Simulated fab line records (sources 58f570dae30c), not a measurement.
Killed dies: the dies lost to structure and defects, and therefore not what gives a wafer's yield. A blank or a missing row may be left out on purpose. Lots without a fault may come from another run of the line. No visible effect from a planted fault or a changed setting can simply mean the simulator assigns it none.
The tool behind it: which one? :: flow berkeleyCmos170 :: Sampling: 7 lots, 21 wafers, 2 of 331 route steps

== WHAT THE GAUGES READ, wafer by wafer ==
UCB170_NWELL_TW_MEAS_16.
lot: L220
measured: day 2 18:50
on: filmMetro-01
NWELL_TW: 1248 1256 1252

lot: L223
measured: day 3 06:59
on: filmMetro-01
NWELL_TW: 1257 1245 1257

lot: L226
measured: day 3 22:03
on: filmMetro-01
NWELL_TW: 1257 1257 1260

lot: L228
measured: day 4 09:06
on: filmMetro-03
NWELL_TW: 1303 1294 1306

lot: L233
measured: day 5 09:32
on: filmMetro-02
NWELL_TW: 1250 1256 1257

lot: L237
measured: day 6 01:14
on: filmMetro-02
NWELL_TW: 1247 1252 1248

lot: L241
measured: day 6 18:16
on: filmMetro-02
NWELL_TW: 1249 1253 1255

== EACH LOT AND THE TOOL THAT RAN IT (in order: tool; ch and the chambers of the sampled wafers; start) ==
lot: L220
UCB170_NWELL_IMPLANT_14: implanter-04 ch 0, day 2 18:35

lot: L223
UCB170_NWELL_IMPLANT_14: implanter-02 ch 0, day 3 06:44

lot: L226
UCB170_NWELL_IMPLANT_14: implanter-04 ch 0, day 3 21:48

lot: L228
UCB170_NWELL_IMPLANT_14: implanter-02 ch 0, day 4 08:53

lot: L233
UCB170_NWELL_IMPLANT_14: implanter-01 ch 0, day 5 09:17

lot: L237
UCB170_NWELL_IMPLANT_14: implanter-04 ch 0, day 6 01:01

lot: L241
UCB170_NWELL_IMPLANT_14: implanter-04 ch 0, day 6 17:59
- UCB170_NWELL_IMPLANT_14

== THE ANSWER, worked out from the rows above alone ==
Rule: usual is defined by the lots themselves. Put in order of their means at a reading, lots are off if they are a third of the lots or fewer, leave a main group of 4 or more, and stand apart from it by a gap of 3 or more times the standard deviation of the main group's means; of several such gaps the widest counts. Not used: any main group whose means are identical at the precision the tables above print for the reading. Also off: a lot with no number at a reading for which 4 or more lots have one. Any other lot the step has rows for is counted as sound.
Off: at UCB170_NWELL_TW_MEAS_16 (NWELL_TW), L228. The main group: mean 1253, standard deviation 2.7.
If a tool, at a process step before that reading, ran all the lots that are off and no sound lot after the first of them, it fits. The gauges at UCB170_NWELL_TW_MEAS_16 are tried like those tools. Undecided on this evidence; 2 tools fit (implanter-02 at UCB170_NWELL_IMPLANT_14, filmMetro-03 at UCB170_NWELL_TW_MEAS_16).

== WHAT HAD BEEN PUT IN BY THE SIMULATOR ==
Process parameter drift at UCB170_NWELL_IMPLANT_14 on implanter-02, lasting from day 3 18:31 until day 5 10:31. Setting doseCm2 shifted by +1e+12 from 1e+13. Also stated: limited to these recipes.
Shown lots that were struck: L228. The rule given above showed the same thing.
